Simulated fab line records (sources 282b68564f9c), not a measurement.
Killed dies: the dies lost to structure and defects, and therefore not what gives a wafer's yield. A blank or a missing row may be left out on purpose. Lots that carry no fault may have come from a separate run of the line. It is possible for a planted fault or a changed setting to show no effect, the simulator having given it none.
A struck lot beside a sound one / flow rit-cmos / 15 steps out of a route of 202
Sound: wafers L228.2, L228.4, L228.5. Wafers struck: L235.1, L235.3, L235.5. At the end, the cause is stated.
Per side, at each step with rows, come the tool, then ch with its chambers, and then its first start. Under that, the readings that differ: sound wafers / struck wafers / difference of the means / sigmas: that difference in standard deviations of wafers without a fault.
alike: words and numbers the same on both sides, and readings whose means are apart by under 2 such deviations; not compared: readings that were withheld, readings missing a value for some wafer, numbers with overlapping values and no deviation given by the record, and bounds like >300 which may hide the same value.
Wherever a step has rows on one side only, a row that says differs or no value, or a row with sigmas, the two part there. Numbers that don't overlap but have no deviation are shown without sigmas and don't part them. Lack of a reading on every wafer of one side parts them only where that side has two or more wafers.

first, 4 steps without rows for these wafers: RIT_PLDD_SOFTBAKE_02 (time 60 s); RIT_PLDD_EXPOSE_03 (exposes mask M8, target cd 40900 nm); RIT_PLDD_PEB_04; RIT_PLDD_DEVELOP_05 (develop time 50 s).
RIT_PLDD_OVL_MEAS_06:
  sound on overlay-01, day 3 04:01; struck on overlay-02, day 4 11:41
  alike: PLDD_OVL
then, 2 steps without rows for these wafers: RIT_PLDD_HARDBAKE_07 (time 60 s); RIT_PLDD_IMPLANT_08.
RIT_PLDD_STRIP_09: strips in O2, time 180 s.
  sound on plasma-asher-01 ch 1, day 3 04:20; struck on plasma-asher-04 ch 0,1, day 4 12:01
  alike: drypump-motor-current-A
  not compared: rf-hours-counter-h
RIT_PLDD_TW_MEAS_10:
  sound on film-metro-02, day 3 04:31; struck on film-metro-02, day 4 12:11
  alike: PLDD_TW
then, 3 steps without rows for these wafers: RIT_SPACER_CLEAN_00 (cleans in SC1, time 600 s); RIT_SPACER_CLEAN_01 (cleans in dHF, time 30 s); RIT_SPACER_CLEAN_02 (cleans in SC2, time 600 s).
RIT_SPACER_CVD_03: deposits Si3N4 from SiH2Cl2/NH3, target thk 250 nm, time 3300 s.
  sound on lpcvd-01 ch 1, day 3 07:09; struck on lpcvd-01 ch 1, day 4 12:37
reading=spike-tc-centre-C (C); sound=812.2 815.0 810.5; struck=858.2 857.8 858.2; difference=+45.5; sigmas=+28
reading=spike-tc-load-C (C); sound=838 836 838; struck=882 882 884; difference=+45; sigmas=+13
reading=spike-tc-source-C (C); sound=832.8 833.0 833.0; struck=878.3 880.1 877.3; difference=+45.6; sigmas=+20
reading=susceptor-temp-C (C); sound=810.2 810.2 810.1; struck=854.6 855.1 854.7; difference=+44.6; sigmas=+99 or more
reading=zone-power-load-pct (%); sound=21.7 21.8 21.6; struck=24.6 24.3 24.9; difference=+2.9; sigmas=+3
reading=model.Si3N4_of_SPACER_CVD_03.thk-nm (nm); sound=251.4 249 250.9; struck=420.2 418.4 420.8; difference=+169.4; sigmas=
  alike: pressure-mtorr
RIT_SPACER_THK_MEAS_04:
  sound on film-metro-04, day 3 09:04; struck on film-metro-04, day 4 15:29
reading=SPACER_NITRIDE_THK (nm); sound=251.4 249.0 250.9; struck=420.2 418.3 420.4; difference=+169.2; sigmas=+77
RIT_SPACER_ETCHBACK_05: etches Si3N4 in SF6/CHF3, stops on SiO2, target depth 250 nm, time 240 s.
  sound on rie-diel-02 ch 1,2, day 3 09:07; struck on rie-diel-04 ch 0,2, day 4 15:33
reading=oes-product-au (a.u.); sound=0.837 0.824 0.827; struck=1.005 0.991 0.996; difference=+0.168; sigmas=+13
reading=model.Si3N4_of_SPACER_CVD_03.thk-nm (nm); sound=198 196.3 197.4; struck=328.8 328.6 330.3; difference=+132.0; sigmas=
reading=model.etch.depth-nm (nm); sound=251.4 249 250.9; struck=314.4 310.3 311.2; difference=+61.5; sigmas=
  alike: drypump-motor-current-A, throttle-valve-pct
  not compared: rf-hours-counter-h

## WHERE THEY PART
First at RIT_SPACER_CVD_03; last, within this record, at RIT_SPACER_ETCHBACK_05.

WHY: whatever the simulator had introduced
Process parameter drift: lpcvd-01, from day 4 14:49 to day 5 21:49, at RIT_SPACER_CVD_03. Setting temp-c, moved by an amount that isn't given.
